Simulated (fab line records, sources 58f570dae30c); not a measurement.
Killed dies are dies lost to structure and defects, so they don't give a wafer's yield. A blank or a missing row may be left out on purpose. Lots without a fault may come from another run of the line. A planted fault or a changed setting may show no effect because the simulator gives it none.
Which tool did it? | flow berkeley_cmos170 | 7 lots, 21 wafers sampled, at 3 steps of a route of 331

WHAT THE GAUGES READ, wafer by wafer
UCB170_M2_RS_MEAS_02: measures by four-point-probe.
lot  | measured     | on            | M2_AL_RS (ohm/sq)
L671 | day 8 08:16  | film_metro-01 | 0.03237 0.032 0.03241
L673 | day 9 03:04  | film_metro-03 | 0.0327 0.03217 0.03237
L676 | day 9 07:02  | film_metro-02 | 0.03266 0.03259 0.03255
L677 | day 9 16:39  | film_metro-03 | 0.03224 0.03219 0.03215
L681 | day 10 06:40 | film_metro-02 | 0.03244 0.03228 0.03256
L685 | day 11 09:31 | film_metro-03 | 0.03217 0.03223 0.02656
L690 | day 12 00:26 | film_metro-01 | 0.03231 0.03222 0.03227

WHICH TOOL RAN EACH LOT (tool, then ch and the chambers of the sampled wafers, then the start)
lot  | UCB170_V1_CMP_02              | UCB170_M2_SPUTTER_01
L671 | cmp-02 ch 0,2,3, day 8 05:16  | pvd_sputter-03, day 8 08:10
L673 | cmp-02 ch 0,2,3, day 8 23:14  | pvd_sputter-04, day 9 02:55
L676 | cmp-01 ch 0,3, day 9 04:42    | pvd_sputter-04, day 9 06:55
L677 | cmp-01 ch 1,2, day 9 13:59    | pvd_sputter-04, day 9 16:31
L681 | cmp-01 ch 0,3, day 10 03:39   | pvd_sputter-03, day 10 06:35
L685 | cmp-02 ch 0,1,2, day 11 06:57 | pvd_sputter-04, day 11 09:25
L690 | cmp-02 ch 2,3, day 11 19:22   | pvd_sputter-03, day 12 00:22
- UCB170_V1_CMP_02: polishes SiO2.
- UCB170_M2_SPUTTER_01: material Al, target thk 900 nm, time 120 s.

THE ANSWER, worked out from the rows above alone
Rule: what is usual is taken from the lots themselves. Put in order of their means at a reading, lots are off if they are a third of the lots or fewer, leave a main group of 4 or more, and stand apart from it by a gap of 3 or more times the standard deviation of the main group's means; of several such gaps the widest counts. A main group whose means are all the same, to the digits that the tables above print for the reading, isn't used. A lot without any number at a reading at which 4 lots or more have one is off too. The other lots that the step has rows for count as sound.
Off: L685, at UCB170_M2_RS_MEAS_02 (M2_AL_RS). The main group: mean 0.0324 ohm/sq, standard deviation 0.00014.
A tool fits if, at a process step before that reading, it ran every lot that is off, and no sound lot after the first of them. The gauges at UCB170_M2_RS_MEAS_02 are tried like those tools. Can't be told from this: 2 tools fit, pvd_sputter-04 at UCB170_M2_SPUTTER_01, film_metro-03 at UCB170_M2_RS_MEAS_02.

WHAT THE SIMULATOR HAD PUT IN
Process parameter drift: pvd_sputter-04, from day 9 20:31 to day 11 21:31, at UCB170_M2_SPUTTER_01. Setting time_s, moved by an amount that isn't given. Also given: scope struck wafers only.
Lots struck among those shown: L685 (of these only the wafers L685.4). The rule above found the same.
